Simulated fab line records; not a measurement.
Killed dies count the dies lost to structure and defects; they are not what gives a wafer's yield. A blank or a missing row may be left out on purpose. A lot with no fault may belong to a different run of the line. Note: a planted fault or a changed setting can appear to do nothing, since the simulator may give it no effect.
A lot that was struck, set against a sound lot	flow berkeley cmos170	14 steps out of a route of 331
Sound: these wafers, L218.4, L218.5, L218.6. Struck: wafers L215.2, L215.5, L215.6. The cause is named last.
Order at every step that has rows: each side's tool, ch and its chambers, its first start. Under that, the readings that differ: sound wafers	struck wafers	difference of the means	sigmas: that difference in standard deviations of wafers without a fault.
alike: readings whose means differ by less than 2 such deviations, and words and numbers that are the same on both sides. not compared: withheld readings, readings that some wafer has no value for, bounds like >300 that may hide the same value, and numbers for which the record gives no deviation and whose values overlap.
The two part at a step that has a row with sigmas, a row that says differs or no value, or rows on one side only. When numbers do not overlap yet have no deviation, they are printed without sigmas and do not part them. Lack of a reading on every wafer of one side parts them only where that side has two or more wafers.

first, 1 step without rows for these wafers: UCB170_GATE_DEVELOP_11 (develop time 45 s).
UCB170_GATE_CD_MEAS_12: target cd 350 nm.
  struck on cd sem-02, day 8 07:26; sound on cd sem-01, day 9 08:58
  alike: cd nm
UCB170_GATE_OVL_MEAS_13:
  struck on overlay-01, day 8 07:32; sound on overlay-02, day 9 09:03
  alike: GATE_OVL
UCB170_GATE_ETCH_14: etches BARC in N2/H2.
  sound on rie diel-03 ch 2,3, day 9 09:04; struck on rie diel-03 ch 0,1,3, day 8 07:34
  alike: drypump motor current A, oes product au, throttle valve pct
UCB170_GATE_ETCH_15: etches poly-Si in HBr/Cl2, stops on SiO2, time 56.3 s, target depth 278.2 nm.
  sound on rie si-02 ch 0,1,2, day 9 09:07; struck on rie si-02 ch 1,2,3, day 8 07:36
  alike: drypump motor current A, oes product au, throttle valve pct
  not compared: rf hours counter h
UCB170_GATE_STRIP_16: strips in O2.
  sound on plasma asher-02 ch 0,1, day 9 09:11; struck on plasma asher-02 ch 0,1, day 8 07:39
  alike: drypump motor current A, oes product au
  not compared: rf hours counter h
UCB170_GATE_CD_MEAS_90: target cd 350 nm.
  struck on cd sem-01, day 8 07:46; sound on cd sem-01, day 9 09:19
  alike: cd nm
then, 5 steps without rows for these wafers: UCB170_GATE_CLEAN_17 (cleans in SPM, time 600 s); UCB170_PLDD_HMDS_00 (prime time 60 s); UCB170_PLDD_COAT_01 (resist thk 900 nm); UCB170_PLDD_SOFTBAKE_02 (time 60 s); UCB170_PLDD_EXPOSE_03 (exposes mask PSELECT, target cd 1200 nm).
UCB170_PLDD_PEB_04:
  struck on litho track-04, day 8 08:38; sound on litho track-02 ch 0, day 9 10:30
  no value came back on the struck wafers for chill plate temp C (C), exhaust pa (Pa); on the sound wafers chill plate temp C (C) reads 23.17 23.01 22.98
then, 1 step without rows for these wafers: UCB170_PLDD_DEVELOP_05 (develop time 45 s).

## WHERE THEY PART
At UCB170_PLDD_PEB_04 and nowhere else, as far as this record goes.

WHY: whatever the simulator had introduced
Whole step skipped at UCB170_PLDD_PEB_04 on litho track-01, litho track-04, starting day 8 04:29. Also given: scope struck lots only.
